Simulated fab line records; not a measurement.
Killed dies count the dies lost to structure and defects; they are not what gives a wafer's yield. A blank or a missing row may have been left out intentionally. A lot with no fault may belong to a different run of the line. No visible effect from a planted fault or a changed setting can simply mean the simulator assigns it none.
A lot that was struck, set against a sound lot ; flow rit_cmos ; 17 out of 202 route steps
Sound: wafers L353.3, L353.4, L353.6. Struck: wafers L357.1, L357.4, L357.6. The cause is named last.
For every step that has rows: the tool of each side, followed by ch and its chambers, followed by its first start. Under that, the readings that differ: sound wafers ; struck wafers ; difference of the means ; sigmas: that difference in standard deviations of wafers without a fault.
alike: words and numbers the same on both sides, and readings whose means are apart by under 2 such deviations; not compared: readings that were withheld, readings missing a value for some wafer, numbers with overlapping values and no deviation given by the record, and bounds like >300 which may hide the same value.
Wherever a step has rows on one side only, a row that says differs or no value, or a row with sigmas, the two part there. Non-overlapping numbers with no deviation appear without sigmas and do not part them. A reading that every wafer of one side lacks parts them only if that side has two wafers or more.

first, 1 step without rows for these wafers: RIT_PRETRO_DEVELOP_05 (develop time 68 s).
RIT_PRETRO_OVL_MEAS_06:
  sound: overlay-02 at day 4 11:35; struck: overlay-02 at day 5 02:19
  alike: PRETRO_OVL
then, 2 steps without rows for these wafers: RIT_PRETRO_HARDBAKE_07 (time 120 s); RIT_PRETRO_IMPLANT_08.
RIT_PRETRO_STRIP_09: strips in O2, time 180 s.
  sound on plasma_asher-04 ch 0,1, day 4 12:04; struck on plasma_asher-04 ch 0,1, day 5 02:44
  alike: chamber_pressure_mTorr, drypump_motor_current_A, o2_flow_sccm
  not compared: rf_hours_counter_h
RIT_PRETRO_TW_MEAS_10:
  sound: film_metro-02 at day 4 12:13; struck: film_metro-04 at day 5 02:55
  alike: PRETRO_TW
then, 5 steps without rows for these wafers: RIT_GATE_WET_ETCH_00 (etches SiO2 in BOE, target depth 56 nm, time 60 s); RIT_GATE_CLEAN_01 (cleans in SC1, time 600 s); RIT_GATE_CLEAN_02 (cleans in dHF, time 30 s); RIT_GATE_CLEAN_03 (cleans in SC2, time 600 s); RIT_GATE_CLEAN_04 (cleans in dHF, time 60 s).
RIT_FOX2_THK_MEAS_91:
  sound: film_metro-03 at day 4 12:42; struck: film_metro-01 at day 5 03:23
  alike: FIELD_OXIDE_LEFT_2_THK
RIT_GATE_OXIDATION_05: target thk 3 nm, ox time 270 s.
  sound on furnace-01 ch 0, day 4 12:44; struck on furnace-03 ch 0, day 5 05:53
reading;sound;struck;difference;sigmas
model.SiO2_of_GATE_OXIDATION_05.thk_nm (nm);2.739 2.752 2.773;3.748 3.795 3.75;+1.010;
  alike: ox_temp_c, tube_center_temp_C, zone_power_load_pct
then, 1 step without rows for these wafers: RIT_GATE_ANNEAL_06 (time 600 s).
RIT_GATE_THK_MEAS_07:
  sound: film_metro-03 at day 4 17:00; struck: film_metro-01 at day 5 10:47
reading;sound;struck;difference;sigmas
GATE_OXIDE_THK (nm);2.75 2.76 2.78;3.77 3.78 3.75;+1.00;+19
then, 1 step without rows for these wafers: RIT_GATE_CVD_08 (deposits poly-Si from SiH4, target thk 250 nm, time 2220 s).
RIT_M1_PROBE_99:
  the record has rows for the struck wafers here (prober-02, day 6 17:54) and none for the sound ones

## WHERE THEY PART
First at RIT_GATE_THK_MEAS_07; last, within this record, at RIT_M1_PROBE_99.

WHY: whatever the simulator had introduced
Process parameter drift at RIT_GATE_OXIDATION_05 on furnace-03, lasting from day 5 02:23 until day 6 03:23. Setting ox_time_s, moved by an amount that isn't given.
